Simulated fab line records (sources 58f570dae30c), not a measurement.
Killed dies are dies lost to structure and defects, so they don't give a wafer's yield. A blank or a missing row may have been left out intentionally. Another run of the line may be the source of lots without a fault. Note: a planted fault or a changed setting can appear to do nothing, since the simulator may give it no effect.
2 desks looking at one fault ; flow berkeley cmos170 ; each desk holds nothing but its own numbers, with what lay behind them at the end

AT THE METROLOGY DESK
Means of the sampled wafers that have a number, per lot and without regard to the tool the lot ran on: this is what the gauges read. The brackets show how far a lot's mean lies from the usual mean; more than 4 standard deviations puts the lot out of limits, marked OUT.
Columns: A = PWELL_NITRIDE_THK at UCB170_PWELL_THK_MEAS_06, usual 219.8 nm; B = NLDD_OVL at UCB170_NLDD_OVL_MEAS_07, usual 2 nm; C = NLDD_TW at UCB170_NLDD_TW_MEAS_11, usual 2219; D = NLDD_RS at UCB170_SDANNEAL_RS_MEAS_05, usual 616.9 ohm/sq
lot;first seen here;A;B;C;D
L731;day 4 01:28;217.6;3;2273;615.2
L732;day 4 01:28;216.4;6;2187;615.4
L733;day 4 01:28;220.0;-7;2270;615.0
L734;day 4 09:25;220.2;-4;2268;615.2
L735;day 4 09:25;221.9;-1;2180;616.6
L736;day 4 17:36;216.7;-0;2265;617.4
L737;day 4 17:37;219.8;-2;2177;619.5
L740;day 5 09:10;218.6;4;2172;617.3
L742;day 5 16:15;222.5;3;2386 (+4.6) OUT;537.6 (-61) OUT
L743;day 6 05:52;221.2;7;2321;537.5 (-61) OUT
L745;day 6 17:35;218.8;-1;2301;536.3 (-62) OUT
L748;day 7 08:10;218.2;7;2196;616.3
L749;day 7 08:10;221.5;-12;2199;615.8
L750;day 7 16:37;218.6;2;2201;617.4
L752;day 8 07:50;222.0;7;2204;615.8
This desk reports L742, L743, L745 out of limits; the earliest was L742 at day 9 23:47 (NLDD_TW at UCB170_NLDD_TW_MEAS_11). Within limits: L731, L732, L733, L734, L735, L736, L737, L740, L748, L749, L750, L752.

AT THE TOOL OWNER'S DESK: implanter-01
UCB170_NLDD_IMPLANT_08, tool's own readings: per-lot mean of the sampled wafers with a number, covering each lot this tool ran. The brackets show how far a lot's mean lies from the usual mean; more than 4 standard deviations puts the lot out of limits, marked OUT.
Columns: A = dose ions cm2 at UCB170_NLDD_IMPLANT_08, usual 4.999e+13; B = end station pressure torr at UCB170_NLDD_IMPLANT_08, usual 5.14e-06 Torr; C = faraday current uA at UCB170_NLDD_IMPLANT_08, usual 159
lot;first seen here;A;B;C
L733;day 8 11:50;4.991e+13;5.06e-06;159
L735;day 8 18:56;4.997e+13;5.15e-06;160
L736;day 9 01:43;5.001e+13;5.19e-06;157
L742;day 9 23:23;7.250e+13 (+99 or more) OUT;5.11e-06;231 (+22) OUT
L743;day 10 21:51;7.250e+13 (+99 or more) OUT;5.32e-06;231 (+22) OUT
L745;day 11 04:46;7.252e+13 (+99 or more) OUT;5.10e-06;228 (+22) OUT
This desk's verdict: out of limits on L742, L743, L745, starting with L742 at day 9 23:23 (dose ions cm2 at UCB170_NLDD_IMPLANT_08). Within limits: L733, L735, L736.

BROUGHT TOGETHER
On L742, L743, L745, at day 9 23:23, an alarm was possible from the tool owner's desk.
L742, L743, L745 would have let the metrology desk raise an alarm at day 9 23:47.
On implanter-01, each named lot ran UCB170_NLDD_IMPLANT_08.

WHAT THE SIMULATOR HAD INSERTED
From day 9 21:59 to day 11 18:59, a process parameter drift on implanter-01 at UCB170_NLDD_IMPLANT_08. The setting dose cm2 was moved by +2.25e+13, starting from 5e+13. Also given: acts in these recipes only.
Shown lots that were struck: L742, L743, L745.
Delay (hours) between the fault's onset and each desk's first out-of-limits reading: 1 at the tool owner's desk, 2 at the metrology desk.
